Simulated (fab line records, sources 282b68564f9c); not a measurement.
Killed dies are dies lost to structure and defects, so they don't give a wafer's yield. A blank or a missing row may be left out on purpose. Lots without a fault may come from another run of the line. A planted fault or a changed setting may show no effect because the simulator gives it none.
Which tool did it? | flow rit_cmos | 7 lots, 21 wafers sampled, at 3 steps of a route of 202

WHAT THE GAUGES READ, wafer by wafer
RIT_GATE_THK_MEAS_09.
lot  | measured    | on            | GATE_POLY_THK (nm)
L308 | day 3 08:40 | film_metro-01 | 254.0 250.9 252.0
L312 | day 4 02:11 | film_metro-02 | 246.3 247.6 243.2
L315 | day 4 07:17 | film_metro-02 | 251.3 251.5 249.3
L317 | day 4 17:17 | film_metro-02 | 244.7 247.5 246.3
L321 | day 5 10:43 | film_metro-04 | 306.8 306.4 305.2
L326 | day 6 11:28 | film_metro-02 | 249.0 250.1 250.1
L330 | day 7 10:58 | film_metro-02 | 253.6 251.7 252.1

WHICH TOOL RAN EACH LOT (tool, then ch and the chambers of the sampled wafers, then the start)
lot  | RIT_NWELL_STRIP_09                  | RIT_GATE_CVD_08
L308 | plasma_asher-02 ch 0,1, day 2 08:47 | lpcvd-02 ch 0, day 3 07:02
L312 | plasma_asher-02 ch 0,1, day 3 06:04 | lpcvd-02 ch 1, day 4 00:32
L315 | plasma_asher-01 ch 0,1, day 3 16:18 | lpcvd-01 ch 1, day 4 05:40
L317 | plasma_asher-03 ch 0,1, day 4 03:02 | lpcvd-02 ch 1, day 4 15:40
L321 | plasma_asher-02 ch 0,1, day 4 20:45 | lpcvd-01 ch 1, day 5 09:06
L326 | plasma_asher-02 ch 0,1, day 5 21:08 | lpcvd-02 ch 0, day 6 09:50
L330 | plasma_asher-03 ch 0,1, day 6 18:31 | lpcvd-02 ch 0, day 7 09:21
- RIT_NWELL_STRIP_09: strips in O2, time 180 s.
- RIT_GATE_CVD_08: deposits poly-Si from SiH4, target thk 250 nm, time 2220 s.

THE ANSWER, worked out from the rows above alone
Rule: what is usual is taken from the lots themselves. Put in order of their means at a reading, lots are off if they are a third of the lots or fewer, leave a main group of 4 or more, and stand apart from it by a gap of 3 or more times the standard deviation of the main group's means; of several such gaps the widest counts. A main group whose means are all the same, to the digits that the tables above print for the reading, isn't used. A lot without any number at a reading at which 4 lots or more have one is off too. The other lots that the step has rows for count as sound.
Off: L321, at RIT_GATE_THK_MEAS_09 (GATE_POLY_THK). The main group: mean 249.5 nm, standard deviation 2.7.
A tool fits if, at a process step before that reading, it ran every lot that is off, and no sound lot after the first of them. The gauges at RIT_GATE_THK_MEAS_09 are tried like those tools. Can't be told from this: 2 tools fit, lpcvd-01 at RIT_GATE_CVD_08, film_metro-04 at RIT_GATE_THK_MEAS_09.

WHAT THE SIMULATOR HAD PUT IN
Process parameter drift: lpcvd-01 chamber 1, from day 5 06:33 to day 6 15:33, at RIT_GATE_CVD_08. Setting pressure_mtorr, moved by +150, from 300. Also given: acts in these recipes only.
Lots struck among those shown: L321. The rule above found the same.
